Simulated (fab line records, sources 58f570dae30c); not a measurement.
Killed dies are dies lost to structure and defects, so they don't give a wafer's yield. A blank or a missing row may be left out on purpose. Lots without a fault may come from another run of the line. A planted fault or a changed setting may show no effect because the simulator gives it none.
Split-lot experiment | flow berkeley_cmos170 | 5 lots, 23 wafers read, on a route of 331 steps

THE SPLIT
At UCB170_WELLDRIVE_OXIDATION_01 (target thk 199 nm, ox time 9000 s), the setting temp_c was moved away from the recipe's 1100 C on 15 of the 23 wafers read, by -2.8% to +0.9%. The other wafers ran this setting at the recipe's value.

The file shows no step between the split and the reading.

THE READING
WELLDRIVE_OXIDE_THK, in nm, at UCB170_WELLDRIVE_THK_MEAS_02. Fault-free wafers of this fab line usually give 199.9 nm, standard deviation 3 nm.

wafer  | tool, chamber at the split | temp_c as run, C | against the recipe | WELLDRIVE_OXIDE_THK, nm | against lot-mates on the recipe
L074.1 | -, -                       | 1110             | +0.9%              | 212.7                   | no lot-mate on the recipe
L074.2 | -, -                       | 1110             | +0.9%              | 211.6                   | no lot-mate on the recipe
L074.3 | -, -                       | 1110             | +0.9%              | 207.9                   | no lot-mate on the recipe
L074.4 | -, -                       | 1110             | +0.9%              | 214.8                   | no lot-mate on the recipe
L074.5 | -, -                       | 1110             | +0.9%              | 210.2                   | no lot-mate on the recipe
L075.3 | furnace-04, 0              | 1100             | recipe             | 197.3                   | -
L075.4 | furnace-04, 0              | 1100             | recipe             | 195.6                   | -
L075.6 | furnace-04, 0              | 1100             | recipe             | 197.8                   | -
L080.1 | -, -                       | 1100             | recipe             | 203.8                   | -
L080.3 | -, -                       | 1100             | recipe             | 206.0                   | -
L080.4 | -, -                       | 1100             | recipe             | 204.9                   | -
L080.5 | -, -                       | 1100             | recipe             | 201.2                   | -
L080.6 | -, -                       | 1100             | recipe             | 200.1                   | -
L081.1 | -, -                       | 1069             | -2.8%              | 159.7                   | no lot-mate on the recipe
L081.2 | -, -                       | 1069             | -2.8%              | 158.8                   | no lot-mate on the recipe
L081.3 | -, -                       | 1069             | -2.8%              | 164.0                   | no lot-mate on the recipe
L081.4 | -, -                       | 1069             | -2.8%              | 158.8                   | no lot-mate on the recipe
L081.6 | -, -                       | 1069             | -2.8%              | 160.6                   | no lot-mate on the recipe
L083.1 | -, -                       | 1072             | -2.5%              | 169.8                   | no lot-mate on the recipe
L083.2 | -, -                       | 1072             | -2.5%              | 172.2                   | no lot-mate on the recipe
L083.4 | -, -                       | 1072             | -2.5%              | 169.3                   | no lot-mate on the recipe
L083.5 | -, -                       | 1072             | -2.5%              | 174.1                   | no lot-mate on the recipe
L083.6 | -, -                       | 1072             | -2.5%              | 169.5                   | no lot-mate on the recipe

THE FIT
A straight line over all 23 wafers: WELLDRIVE_OXIDE_THK changes by +13 nm for each +1% of temp_c; r = +0.98; the points scatter about the line by 3.7 nm.
Too few moved wafers have a lot-mate on the recipe to fit a line with each lot's own level taken away.

THE WHOLE CHAIN: every reading that the file lists as answering this split, in the file's order
step                          | what it does                      | reading                                                                                | change (the file's fit)            | r (the file's)
UCB170_WELLDRIVE_OXIDATION_01 | target thk 199 nm, ox time 9000 s | SiO2_of_WELLDRIVE_OXIDATION_01.thk_nm (the simulator's own value, which no gauge read) | +13 nm for each +1% of the setting | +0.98
UCB170_WELLDRIVE_THK_MEAS_02  |                                   | WELLDRIVE_OXIDE_THK                                                                    | +13 for each +1% of the setting    | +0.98

THE FILE'S OWN FIT
WELLDRIVE_OXIDE_THK changes by +13 nm for each +1% of temp_c, r = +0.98.
